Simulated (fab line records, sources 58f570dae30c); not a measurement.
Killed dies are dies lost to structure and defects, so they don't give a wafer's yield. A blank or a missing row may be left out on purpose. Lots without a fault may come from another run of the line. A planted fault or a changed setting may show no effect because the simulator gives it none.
Which tool did it? | flow berkeley_cmos170 | 15 lots, 45 wafers sampled, at 4 steps of a route of 331

WHAT THE GAUGES READ, wafer by wafer
UCB170_SPACER_THK_MEAS_01. Usual: SPACER_TEOS_THK 379 nm, standard deviation 4.6.
lot  | measured     | on            | SPACER_TEOS_THK (nm) | flag
L111 | day 7 14:19  | film_metro-02 | 380 387 381          |
L112 | day 7 14:21  | film_metro-03 | 374 379 380          |
L113 | day 7 14:22  | film_metro-04 | 369 383 383          |
L114 | day 8 02:01  | film_metro-02 | 372 380 380          |
L115 | day 8 15:51  | film_metro-04 | 377 377 383          |
L116 | day 8 16:22  | film_metro-04 | 376 375 381          |
L118 | day 8 16:26  | film_metro-04 | 380 386 379          |
L117 | day 8 18:02  | film_metro-04 | 385 385 391          |
L120 | day 9 03:10  | film_metro-04 | 375 382 381          |
L119 | day 9 03:27  | film_metro-04 | 376 382 385          |
L124 | day 10 04:56 | film_metro-02 | 382 380 374          |
L127 | day 10 11:01 | film_metro-04 | 382 389 383          |
L128 | day 10 11:19 | film_metro-02 | 375 378 383          |
L131 | day 11 11:05 | film_metro-02 | 379 376 386          |
L134 | day 11 23:44 | film_metro-04 | 378 381 383          |

UCB170_NSD_OVL_MEAS_07. Usual: NSD_OVL -3 nm, standard deviation 4.6.
lot  | measured     | on         | NSD_OVL (nm)   | flag
L111 | day 7 21:37  | overlay-02 | -4 -9 -3       |
L112 | day 7 22:10  | overlay-02 | -3 5 1         |
L113 | day 7 21:53  | overlay-01 | -11 -9 -9      |
L114 | day 8 14:49  | overlay-01 | 1 0 -6         |
L115 | day 9 01:36  | overlay-01 | -2 -3 1        |
L116 | day 9 01:52  | overlay-01 | -1 1 -3        |
L118 | day 9 01:40  | overlay-02 | 3 -2 7         |
L117 | day 9 02:09  | overlay-02 | 1 0 1          |
L120 | day 9 12:43  | overlay-01 | -4 -3 -8       |
L119 | day 9 13:00  | overlay-02 | -5 0 -5        |
L124 | day 10 13:56 | overlay-01 | -231 -227 -224 | OFF
L127 | day 10 18:56 | overlay-01 | -220 -223 -219 | OFF
L128 | day 10 19:09 | overlay-02 | -221 -220 -218 | OFF
L131 | day 11 18:13 | overlay-01 | -8 -6 -9       |
L134 | day 12 11:25 | overlay-02 | -6 -5 -4       |

WHICH TOOL RAN EACH LOT (tool, then ch and the chambers of the sampled wafers, then the start)
lot  | UCB170_SPACER_ETCHBACK_03          | UCB170_NSD_EXPOSE_03
L111 | rie_diel-01 ch 0,1,3, day 7 18:46  | krf_scanner-01 ch 0, day 7 21:06
L112 | rie_diel-01 ch 0,1,3, day 7 18:50  | krf_scanner-02 ch 0, day 7 21:32
L113 | rie_diel-04 ch 2,3, day 7 18:46    | krf_scanner-02 ch 0, day 7 21:22
L114 | rie_diel-04 ch 0,1,3, day 8 07:54  | krf_scanner-02 ch 0, day 8 13:45
L115 | rie_diel-04 ch 0,1,3, day 8 22:20  | krf_scanner-02 ch 0, day 9 00:47
L116 | rie_diel-02 ch 0,1,3, day 8 22:20  | krf_scanner-02 ch 0, day 9 01:16
L118 | rie_diel-01 ch 1,3, day 8 22:20    | krf_scanner-02 ch 0, day 9 00:53
L117 | rie_diel-04 ch 0,2, day 8 22:25    | krf_scanner-02 ch 0, day 9 01:31
L120 | rie_diel-04 ch 0,1,2, day 9 08:37  | krf_scanner-01 ch 0, day 9 11:12
L119 | rie_diel-01 ch 0,1, day 9 08:37    | krf_scanner-02 ch 0, day 9 11:35
L124 | rie_diel-02 ch 1,2, day 10 10:25   | krf_scanner-02 ch 0, day 10 13:26
L127 | rie_diel-02 ch 0,1, day 10 15:59   | krf_scanner-02 ch 0, day 10 18:26
L128 | rie_diel-01 ch 1,2, day 10 15:59   | krf_scanner-02 ch 0, day 10 18:40
L131 | rie_diel-02 ch 0,2, day 11 14:40   | krf_scanner-01 ch 0, day 11 17:43
L134 | rie_diel-02 ch 0,2,3, day 12 08:07 | krf_scanner-01 ch 0, day 12 10:55
- UCB170_SPACER_ETCHBACK_03: etches SiO2 in CHF3/CF4/Ar, stops on Si, target depth 376 nm, time 100 s.
- UCB170_NSD_EXPOSE_03: exposes mask NSELECT MOD, target cd 1200 nm.

WHAT THE TOOLS THEMSELVES READ (means of the sampled wafers that have a number; where no wafer has one, the mark that the record gives instead)
UCB170_SPACER_ETCHBACK_03. Usual: drypump_motor_current_A 6.0 A, standard deviation 0.3; oes_product_au 0.908 a.u., standard deviation 0.015; throttle_valve_pct 6.48 %, standard deviation 0.12.
lot  | tool        | drypump_motor_current_A (A) | oes_product_au (a.u.) | throttle_valve_pct (%) | flag
L111 | rie_diel-01 | 5.9                         | 0.909                 | 6.51                   |
L112 | rie_diel-01 | 5.9                         | 0.899                 | 6.50                   |
L113 | rie_diel-04 | 5.8                         | 0.915                 | 6.54                   |
L114 | rie_diel-04 | 6.2                         | 0.909                 | 6.45                   |
L115 | rie_diel-04 | 6.2                         | 0.911                 | 6.45                   |
L116 | rie_diel-02 | 5.8                         | 0.899                 | 6.45                   |
L118 | rie_diel-01 | 5.7                         | 0.896                 | 6.58                   |
L117 | rie_diel-04 | 6.0                         | 0.919                 | 6.59                   |
L120 | rie_diel-04 | 6.0                         | 0.909                 | 6.49                   |
L119 | rie_diel-01 | 6.0                         | 0.912                 | 6.44                   |
L124 | rie_diel-02 | 6.2                         | 0.917                 | 6.54                   |
L127 | rie_diel-02 | 5.9                         | 0.923                 | 6.46                   |
L128 | rie_diel-01 | 6.0                         | 0.907                 | 6.38                   |
L131 | rie_diel-02 | 6.0                         | 0.924                 | 6.63                   |
L134 | rie_diel-02 | 5.7                         | 0.913                 | 6.53                   |

THE ANSWER, worked out from the rows above alone
Rule: a lot is off if the mean of its wafers that have a number lies more than 3 standard deviations from the usual mean. A lot without any number at a reading at which 4 lots or more have one is off too. The other lots that the step has rows for count as sound. The gauges are gone through in route order, then the tools' own readings, and for those a lot's mean is taken as printed above. The first step at which some lot is off is used, and at that step the reading that is off furthest; a lot without a number counts as furthest.
Off: L124, L127, L128, at UCB170_NSD_OVL_MEAS_07 (NSD_OVL).
A tool fits if, at a process step before that reading, it ran every lot that is off, and no sound lot after the first of them. The gauges at UCB170_NSD_OVL_MEAS_07 are tried like those tools. One fits: krf_scanner-02 at UCB170_NSD_EXPOSE_03. Its last sound lot is L119 (day 9 11:35), its first lot that is off L124 (day 10 13:26): a fault that began between those two fits.

WHAT THE SIMULATOR HAD PUT IN
Scanner matching overlay: krf_scanner-02, from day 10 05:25 on, at UCB170_NSD_EXPOSE_03. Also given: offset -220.
Lots struck among those shown: L124, L127, L128. The rule above found the same.
